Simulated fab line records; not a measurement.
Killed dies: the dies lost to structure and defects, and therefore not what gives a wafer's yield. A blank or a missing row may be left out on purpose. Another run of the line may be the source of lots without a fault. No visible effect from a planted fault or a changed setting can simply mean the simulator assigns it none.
Which of the tools did it?    flow berkeley-cmos170    Sampling: 15 lots, 45 wafers, 2 of 331 route steps

== WHAT EACH GAUGE READ, for each wafer ==
UCB170_START_THK_MEAS_03. Usual: START_OXIDE_THK 20.1 nm, standard deviation 0.42.
lot   measured     on             START_OXIDE_THK (nm)  flag
L152  day 1 14:23  film-metro-04  20.6 20.4 20.2        
L153  day 1 18:44  film-metro-01  19.9 20.0 19.9        
L154  day 2 00:38  film-metro-01  20.1 20.3 19.9        
L155  day 2 05:47  film-metro-04  20.1 20.1 20.3        
L156  day 2 10:23  film-metro-02  19.6 19.5 19.4        
L157  day 2 17:35  film-metro-02  21.1 20.7 20.9        
L158  day 2 22:31  film-metro-01  19.8 20.3 19.7        
L160  day 3 05:49  film-metro-01  20.4 20.5 20.0        
L161  day 3 12:29  film-metro-02  20.4 20.0 19.7        
L162  day 3 16:49  film-metro-01  20.8 20.8 20.7        
L164  day 4 03:20  film-metro-01  29.6 30.3 29.9        OFF
L165  day 4 09:50  film-metro-02  31.3 30.7 30.4        OFF
L166  day 4 11:41  film-metro-01  20.1 20.0 20.3        
L169  day 5 13:52  film-metro-01  31.1 31.2 31.2        OFF
L175  day 6 09:47  film-metro-02  19.6 20.0 20.0        

== EACH LOT AND THE TOOL THAT RAN IT (in order: tool; ch and the chambers of the sampled wafers; start) ==
lot   UCB170_START_OXIDATION_02
L152  furnace-01 ch 0, day 1 12:53
L153  furnace-02 ch 0, day 1 17:14
L154  furnace-01 ch 0, day 1 23:08
L155  furnace-02 ch 0, day 2 04:17
L156  furnace-03 ch 0, day 2 08:53
L157  furnace-01 ch 0, day 2 16:05
L158  furnace-02 ch 0, day 2 20:59
L160  furnace-01 ch 0, day 3 04:19
L161  furnace-02 ch 0, day 3 10:59
L162  furnace-01 ch 0, day 3 15:19
L164  furnace-03 ch 0, day 3 23:43 and furnace-02 ch 0, day 4 01:50
L165  furnace-01 ch 0, day 4 05:46 and furnace-03 ch 0, day 4 08:19
L166  furnace-01 ch 0, day 4 10:10
L169  furnace-03 ch 0, day 5 06:52
L175  furnace-01 ch 0, day 6 08:16
- UCB170_START_OXIDATION_02: target thk 20 nm, ox time 1800 s.

== WHAT THE TOOLS THEMSELVES READ (means of the sampled wafers that have a number; where no wafer has one, the mark that the record gives instead) ==
The record holds no such reading with a usual standard deviation.

== THE ANSWER, worked out from the rows above alone ==
Rule: a lot counts as off when the mean over its wafers that have a number is more than 3 standard deviations away from the usual mean. Also off: a lot with no number at a reading for which 4 or more lots have one. The other lots that the step has rows for count as sound. Order of review: gauges by route order, followed by the tools' own readings, for which a lot's mean as printed above is used. The first step at which some lot is off is used, and at that step the reading that is off furthest; a lot without a number counts as furthest.
Off: at UCB170_START_THK_MEAS_03 (START_OXIDE_THK), L164, L165, L169.
A tool fits if, at a process step before that reading, it ran every lot that is off, and no sound lot after the first of them. Gauges at UCB170_START_THK_MEAS_03: tried the same way as those tools. One fits: UCB170_START_OXIDATION_02 on furnace-03. A fault onset in the window from L156 (day 2 08:53, its last sound lot) to L164 (day 3 23:43, its first lot off) fits.

== WHAT HAD BEEN PUT IN BY THE SIMULATOR ==
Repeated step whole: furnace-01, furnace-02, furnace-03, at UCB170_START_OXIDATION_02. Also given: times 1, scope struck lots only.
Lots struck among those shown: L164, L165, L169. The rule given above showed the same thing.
